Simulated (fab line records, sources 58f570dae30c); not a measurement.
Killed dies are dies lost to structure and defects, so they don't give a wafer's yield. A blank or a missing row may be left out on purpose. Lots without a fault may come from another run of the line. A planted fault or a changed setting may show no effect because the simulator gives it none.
fab line records | flow berkeley_cmos170
record lots=7 wafers=21 last_day=13
route steps=331 shown NLDD@168 SPACER@171 PSD@175
lots that met no fault: from a run of the same line without faults
start_h: hours from the record's first day to the start of the lot's first wafer shown | wait_h: hours since the lot's step before | " the same as in the row above | L1.1+2: a row that stands for several wafers | - no value, or no start given | * or withheld: withheld | < > ~ a bound
route shown NAME@n: a module of which the file shows steps, and the number in the route of the first | usual: mean/standard deviation of fault-free wafers | same: alike in all rows | chamber/n: place in a boat | sites: the reading at each site | _std_site: their standard deviation | _edge_site: outer sites' mean less inner sites' | radius_mm: how far each site lies from the wafer's centre | mask NAME#n: copy n | behind: the tool/chamber that last shaped the wafer | hold: why the lot was held/for how many hours/how that ended | device: the transistor (n, p or np) that didn't switch | end of line: the same wafers' tests at the end of the route | a step without rows: its recipe alone | killed: dies lost to structure and defects at the first sort, not the wafer's yield | map: a wafer's dies, x killed, . not, _ none there
set.NAME: the setting as run; set.NAME@STEP: as run at that earlier step | model.NAME: the simulator's own value behind a step, which no gauge read
lots at some steps of the route; a table a step, a row a wafer
services: from which hour (start_h, from the record's first day; less than 0 if before it) a tool's chamber was out of use, for how many hours, and why
## steps
# step UCB170_NLDD_STRIP_10
# recipe chemistry=O2 power_w=400 pressure_mtorr=3500 platen_temp_c=withheld o2_flow_sccm=400 overash_fraction=0.5
# usual drypump_motor_current_A=5.68/0.28 oes_product_au=0.734/0.0046 strip_time_to_endpoint_s=21.64/0.074
# columns lot.wafer tool chamber start_h wait_h drypump_motor_current_A oes_product_au rf_hours_counter_h strip_time_to_endpoint_s
L263.2 plasma_asher-04 1 209.61 0.1 5.11 0.734 40 21.67
L263.4 " 1 " " 5.06 0.737 - 21.64
L263.6 " 1 " " 5.09 0.728 - 21.63
L269.2 plasma_asher-04 0 230.74 0.1 5.65 0.738 43 21.61
L269.3 " 1 " " 5.08 0.728 - 21.68
L269.5 " 0 " " 5.64 0.730 - 21.55
L267.1 plasma_asher-02 0 231.17 0.1 5.44 0.739 54 21.65
L267.2 " 1 " " 5.88 0.734 54 21.59
L267.5 " 1 " " 5.88 0.726 - 21.53
L271.1 plasma_asher-02 0 248.10 0.1 5.48 0.732 56 21.68
L271.3 " 0 " " 5.46 0.743 - 21.66
L271.5 " 0 " " 5.45 0.736 - 21.71
L270.4 plasma_asher-03 0 248.41 0.1 6.04 0.734 - 21.57
L270.5 " 1 " " 5.57 0.730 - 21.62
L270.6 " 0 " " 6.03 0.728 - 21.56
L277.2 plasma_asher-02 1 267.50 0.1 5.89 0.735 58 21.62
L277.4 " 0 " " 5.48 0.734 - 21.65
L277.6 " 1 " " 5.90 0.737 - 21.68
L276.1 plasma_asher-02 0 268.05 0.1 5.47 0.727 59 21.68
L276.2 " 1 " " 5.89 0.731 59 21.73
L276.6 " 0 " " 5.47 0.735 - 21.70
# step UCB170_NLDD_TW_MEAS_11
# usual NLDD_TW=2216/17
# columns lot.wafer tool chamber start_h wait_h NLDD_TW
L263.2 film_metro-02 - 209.72 0.1 2192
L263.4 " - " " 2192
L263.6 " - " " 2190
L269.2 film_metro-01 - 230.85 0.1 2224
L269.3 " - " " 2237
L269.5 " - " " 2224
L267.1 film_metro-01 - 231.27 0.1 2227
L267.2 " - " " 2214
L267.5 " - " " 2223
L271.1 film_metro-01 - 248.20 0.1 2212
L271.3 " - " " 2206
L271.5 " - " " 2215
L270.4 film_metro-02 - 248.51 0.1 2213
L270.5 " - " " 2201
L270.6 " - " " 2213
L277.2 film_metro-01 - 267.61 0.1 2243
L277.4 " - " " 2241
L277.6 " - " " 2221
L276.1 film_metro-02 - 268.15 0.1 2189
L276.2 " - " " 2186
L276.6 " - " " 2190
# step UCB170_NLDD_CLEAN_12
# recipe chemistry=SPM temp_c=120 time_s=600
# step UCB170_SPACER_CVD_00
# recipe material=SiO2 target_thk_nm=376 temp_c=390 precursor=TEOS/O2 time_s=47 rf_w=550 pressure_mtorr=9000
# usual heater_power_w=258/58 rf_fwd_power_W=544.6/2.4
# columns lot.wafer tool chamber start_h wait_h heater_power_w rf_fwd_power_W
L263.2 pecvd-01 0 209.94 0.0 336 548.3
L263.4 " 2 " " 344 544.9
L263.6 " 0 " " 340 548.9
L269.2 pecvd-02 1 231.07 0.0 287 546.2
L269.3 " 0 " " 160 541.8
L269.5 " 1 " " 200 547.4
L267.1 pecvd-01 2 231.51 0.0 329 542.3
L267.2 " 1 " " 270 546.2
L267.5 " 1 " " 280 546.6
L271.1 pecvd-03 0 248.57 0.0 181 542.2
L271.3 " 2 " " 312 546.6
L271.5 " 0 " " 201 541.5
L270.4 pecvd-02 0 248.76 0.0 185 543.4
L270.5 " 0 " " 119 545.1
L270.6 " 1 " " 284 545.3
L276.1 pecvd-03 0 271.15 0.0 163 540.6
L276.2 " 2 " " 295 542.6
L276.6 " 1 " " 252 543.9
L277.2 pecvd-01 2 271.15 0.0 291 542.4
L277.4 " 0 " " 326 549.1
L277.6 " 1 " " 263 543.9
# step UCB170_SPACER_THK_MEAS_01
# recipe reads=SiO2_of_SPACER_CVD_00
# usual SPACER_TEOS_THK=375/4.5
# columns lot.wafer tool chamber start_h wait_h SPACER_TEOS_THK[nm]
L263.2 film_metro-04 - 209.99 0.0 377
L263.4 " - " " 376
L263.6 " - " " 376
L269.2 film_metro-04 - 231.13 0.0 369
L269.3 " - " " 374
L269.5 " - " " 373
L267.1 film_metro-01 - 231.55 0.0 365
L267.2 " - " " 372
L267.5 " - " " 373
L271.1 film_metro-02 - 248.61 0.0 371
L271.3 " - " " 372
L271.5 " - " " 378
L270.4 film_metro-04 - 248.84 0.1 383
L270.5 " - " " 380
L270.6 " - " " 375
L276.1 film_metro-02 - 271.20 0.0 371
L276.2 " - " " 375
L276.6 " - " " 375
L277.2 film_metro-01 - 271.21 0.0 372
L277.4 " - " " 375
L277.6 " - " " 381
# step UCB170_SPACER_ANNEAL_02
# recipe temp_c=900 time_s=1800 ambient=N2
# step UCB170_SPACER_ETCHBACK_03
# recipe stop_on=Si target=SiO2 chemistry=CHF3/CF4/Ar CHF3_flow_sccm=50 cf4_flow_sccm=10 Ar_flow_sccm=120 pressure_mtorr=200 rf_w=500 target_depth_a=3760 time_s=100
# usual drypump_motor_current_A=5.5/0.45 oes_product_au=0.908/0.012 rf_fwd_power_W=497.0/1.6 throttle_valve_pct=6.48/0.07
# columns lot.wafer tool chamber start_h wait_h drypump_motor_current_A oes_product_au rf_fwd_power_W rf_hours_counter_h throttle_valve_pct
L263.2 rie_diel-02 3 214.35 0.0 5.6 0.910 499.2 9 6.59
L263.4 " 0 " " 5.8 0.907 496.1 6 6.52
L263.6 " 1 " " 5.4 0.924 497.6 - 6.43
L269.2 rie_diel-01 3 238.80 0.0 5.7 0.885 495.0 1 6.59
L269.3 " 2 " " 5.9 0.888 496.7 42 6.43
L269.5 " 3 " " 5.7 0.908 495.7 - 6.59
L267.1 rie_diel-02 0 238.85 0.1 5.8 0.888 498.6 7 6.51
L267.2 " 3 " " 5.5 0.897 496.5 10 6.57
L267.5 " 2 " " 5.8 0.894 493.4 - 6.61
L270.4 rie_diel-04 0 252.75 0.0 6.6 0.932 497.4 1 6.42
L270.5 " 3 " " 5.2 0.907 495.8 - 6.53
L270.6 " 0 " " 6.6 0.926 496.0 - 6.44
L271.1 rie_diel-02 0 252.75 0.0 5.8 0.891 499.1 7 6.53
L271.3 " 1 " " 5.4 0.920 498.6 77 6.43
L271.5 " 3 " " 5.6 0.907 496.3 - 6.57
L276.1 rie_diel-04 0 276.28 0.0 6.6 0.915 499.1 2 6.46
L276.2 " 2 " " 5.0 0.917 499.0 14 6.46
L276.6 " 1 " " 5.3 0.920 497.6 - 6.40
L277.2 rie_diel-02 1 276.28 0.0 5.4 0.913 497.1 79 6.42
L277.4 " 0 " " 5.8 0.906 496.4 8 6.52
L277.6 " 2 " " 5.8 0.900 495.7 - 6.63
# step UCB170_PSD_HMDS_00
# recipe prime_time_s=60 prime_temp_c=100
# step UCB170_PSD_COAT_01
# recipe resist=KrF spin_rpm=1500 resist_thk_nm=900
# step UCB170_PSD_SOFTBAKE_02
# recipe resist=KrF temp_c=130 time_s=60
# step UCB170_PSD_EXPOSE_03
# recipe mask_id=PSELECT_MOD na=0.5 sigma_outer=0.6 source_shape=conventional target_cd_nm=1200 dose_mj=30
# step UCB170_PSD_PEB_04
# recipe peb_temp_c=130 peb_time_s=withheld resist=KrF
# step UCB170_PSD_DEVELOP_05
# recipe developer=TMAH develop_time_s=45 resist=KrF dev_temp_c=21
# usual chill_plate_temp_C=23.00/0.09 develop_time_s=45/0
# columns lot.wafer tool chamber start_h wait_h chill_plate_temp_C develop_time_s model.KrF_of_PSD_COAT_01.thk_nm
L263.2 litho_track-03 0 215 - 22.92 45 883.6
L263.4 " 0 " " 23.01 45 886.7
L263.6 " 0 " " 23.18 45 887
L269.2 litho_track-02 - 240 - - - 901.1
L269.3 " - " " - - 900.7
L269.5 " - " " - - 899.6
L267.1 litho_track-02 - 240 - - - 900.6
L267.2 " - " " - - 903.6
L267.5 " - " " - - 901.6
L270.4 litho_track-04 - 256 - - - 899.2
L270.5 " - " " - - 899.7
L270.6 " - " " - - 898.9
L271.1 litho_track-03 0 256 - 22.89 45 888.9
L271.3 " 0 " " 23.18 45 889.6
L271.5 " 0 " " 22.98 45 886.1
L276.1 litho_track-02 0 278 - 23.06 45 886.8
L276.2 " 0 " " 22.94 45 886.7
L276.6 " 0 " " 22.99 45 886.9
L277.2 litho_track-02 0 278 - 23.01 45 890.8
L277.4 " 0 " " 22.92 45 887.5
L277.6 " 0 " " 23.02 45 889.2
# step UCB170_PSD_CD_MEAS_06
# recipe target_cd_nm=1200
# usual cd_nm=1199.5/1.5
# columns lot.wafer tool chamber start_h wait_h cd_nm
L263.2 cd_sem-02 - 215.28 - 1200.4
L263.4 " - " " 1201.1
L263.6 " - " " 1200.8
L269.2 cd_sem-02 - 240.54 - -
L269.3 " - " " -
L269.5 " - " " -
L267.1 cd_sem-01 - 240.79 - -
L267.2 " - " " -
L267.5 " - " " -
L270.4 cd_sem-01 - 256.94 - -
L270.5 " - " " -
L270.6 " - " " -
L271.1 cd_sem-02 - 256.97 - 1199.0
L271.3 " - " " 1201.1
L271.5 " - " " 1200.0
L276.1 cd_sem-01 - 278.63 - 1201.2
L276.2 " - " " 1199.8
L276.6 " - " " 1201.5
L277.2 cd_sem-02 - 278.95 - 1199.7
L277.4 " - " " 1200.9
L277.6 " - " " 1200.4
## services
# columns tool chamber start_h hours kind
rie_diel-04 0 187.43 - clean
rie_diel-04 0 187.43 33.2 scheduled_down
rie_diel-04 0 187.43 33.2 vent_cycle
rie_diel-01 3 194.09 - clean
rie_diel-01 3 194.09 19.6 scheduled_down
rie_diel-01 3 194.09 19.6 vent_cycle
plasma_asher-03 - 207.39 14.6 pm
rie_diel-01 0 208.70 1.3 repair
pecvd-02 - 225.31 0.8 repair
plasma_asher-03 - 233.25 1.2 repair
rie_diel-02 - 237.19 0.5 repair
pecvd-01 - 242.50 14.0 pm
pecvd-01 0 242.50 14.0 vent_cycle
pecvd-01 1 242.50 14.0 vent_cycle
pecvd-01 2 242.50 14.0 vent_cycle
plasma_asher-04 - 244.08 7.6 repair
pecvd-02 2 246.32 5.7 repair
pecvd-01 0 256.50 - clean
pecvd-01 1 256.50 - clean
pecvd-01 2 256.50 - clean
pecvd-03 2 262.17 7.9 repair
pecvd-02 - 264.87 0.2 repair
## key
first_sign step=UCB170_PSD_DEVELOP_05 reading=tool_record direction=missing
effect none on later readings
model_effect step=UCB170_PSD_DEVELOP_05 value=KrF_of_PSD_COAT_01.thk_nm without=886.3 struck=900.6
met_at UCB170_PSD_DEVELOP_05
struck_wafers L267.1,L267.2,L267.5,L269.2,L269.3,L269.5,L270.4,L270.5,L270.6
sort_left_out L267.1,L267.2,L267.5,L269.2,L269.3,L269.5,L270.4,L270.5,L270.6
tester_left_out L267,L269,L270
fault kind=skipped_step_whole tool=litho_track-02,litho_track-04 chamber=- onset_h=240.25 steps=UCB170_PSD_DEVELOP_05 scope=struck_lots_only
# tester_left_out: of these lots the tester's yield and bins aren't shown, on N5 and GAA mostly nor the transistor test; their killed dies are dies lost to structure and defects alone, not to doping, threshold or leakage, so they don't give the yield
# sort_left_out: the simulated sort isn't trusted on such a fault, so these wafers' sort isn't shown, and their yield isn't known
